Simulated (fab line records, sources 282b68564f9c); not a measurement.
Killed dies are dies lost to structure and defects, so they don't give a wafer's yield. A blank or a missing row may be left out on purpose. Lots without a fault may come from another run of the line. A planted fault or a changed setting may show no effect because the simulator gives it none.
Which tool did it? | flow rit_cmos | 16 lots, 48 wafers sampled, at 2 steps of a route of 202

WHAT THE GAUGES READ, wafer by wafer
RIT_NRETRO_OVL_MEAS_06.
lot  | measured    | on         | NRETRO_OVL (nm)
L224 | day 2 08:06 | overlay-01 | 0.8 2.0 0.4
L227 | day 3 02:19 | overlay-01 | -0.4 -1.5 -0.5
L228 | day 3 07:11 | overlay-01 | 1.4 -0.1 0.8
L229 | day 3 12:53 | overlay-02 | -2.1 -1.7 -2.5
L230 | day 3 12:59 | overlay-02 | -2.0 -1.8 -1.3
L231 | day 3 18:26 | overlay-01 | 0.7 1.4 -1.7
L232 | day 4 00:08 | overlay-01 | -0.8 -2.2 -2.9
L233 | day 4 04:48 | overlay-02 | -2.0 -2.2 -3.7
L234 | day 4 09:25 | overlay-02 | -3.0 -0.3 0.2
L235 | day 4 13:56 | overlay-02 | -0.7 -2.1 -2.0
L237 | day 5 00:52 | overlay-02 | 0.6 0.8 -0.2
L238 | day 5 05:06 | overlay-02 | - - -
L239 | day 5 11:14 | overlay-01 | - - -
L240 | day 5 15:28 | overlay-02 | - - -
L241 | day 5 19:22 | overlay-01 | - - -
L247 | day 7 02:54 | overlay-02 | 0.8 -0.5 2.0

WHICH TOOL RAN EACH LOT (tool, then ch and the chambers of the sampled wafers, then the start)
lot  | RIT_NRETRO_EXPOSE_03
L224 | iline_stepper-02 ch 0, day 2 07:41
L227 | iline_stepper-01 ch 0, day 3 01:53
L228 | iline_stepper-02 ch 0, day 3 06:44
L229 | iline_stepper-01 ch 0, day 3 12:28
L230 | iline_stepper-01 ch 0, day 3 12:34
L231 | iline_stepper-02 ch 0, day 3 18:01
L232 | iline_stepper-01 ch 0, day 3 23:42
L233 | iline_stepper-02 ch 0, day 4 04:14
L234 | iline_stepper-02 ch 0, day 4 08:59
L235 | iline_stepper-01 ch 0, day 4 13:30
L237 | iline_stepper-02 ch 0, day 5 00:27
L238 | iline_stepper-01 ch 0, day 5 04:40
L239 | iline_stepper-01 ch 0, day 5 10:48
L240 | iline_stepper-01 ch 0, day 5 15:04
L241 | iline_stepper-01 ch 0, day 5 18:56
L247 | iline_stepper-02 ch 0, day 7 02:28
- RIT_NRETRO_EXPOSE_03: exposes mask M4, target cd 43900 nm.

WHAT THE TOOLS THEMSELVES READ (means of the sampled wafers that have a number; where no wafer has one, the mark that the record gives instead)
The record holds no such reading with a usual standard deviation.

THE ANSWER, worked out from the rows above alone
Rule: what is usual is taken from the lots themselves. Put in order of their means at a reading, lots are off if they are a third of the lots or fewer, leave a main group of 4 or more, and stand apart from it by a gap of 3 or more times the standard deviation of the main group's means; of several such gaps the widest counts. A main group whose means are all the same, to the digits that the tables above print for the reading, isn't used. A lot without any number at a reading at which 4 lots or more have one is off too. The other lots that the step has rows for count as sound. The gauges are gone through in route order, then the tools' own readings, and for those a lot's mean is taken as printed above. The first step at which some lot is off is used, and at that step the reading that is off furthest; a lot without a number counts as furthest.
Off: L238, L239, L240, L241, at RIT_NRETRO_OVL_MEAS_06 (NRETRO_OVL). Without a number there: L238, L239, L240, L241. The main group: mean -0.7 nm, standard deviation 1.2.
A tool fits if, at a process step before that reading, it ran every lot that is off, and no sound lot after the first of them. The gauges at RIT_NRETRO_OVL_MEAS_06 are tried like those tools. One fits: iline_stepper-01 at RIT_NRETRO_EXPOSE_03. Its last sound lot is L235 (day 4 13:30), its first lot that is off L238 (day 5 04:40): a fault that began between those two fits.

WHAT THE SIMULATOR HAD PUT IN
Scanner matching overlay: iline_stepper-01, from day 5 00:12 on, at RIT_NRETRO_EXPOSE_03. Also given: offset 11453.
Lots struck among those shown: L238, L239, L240, L241. The rule above found the same.
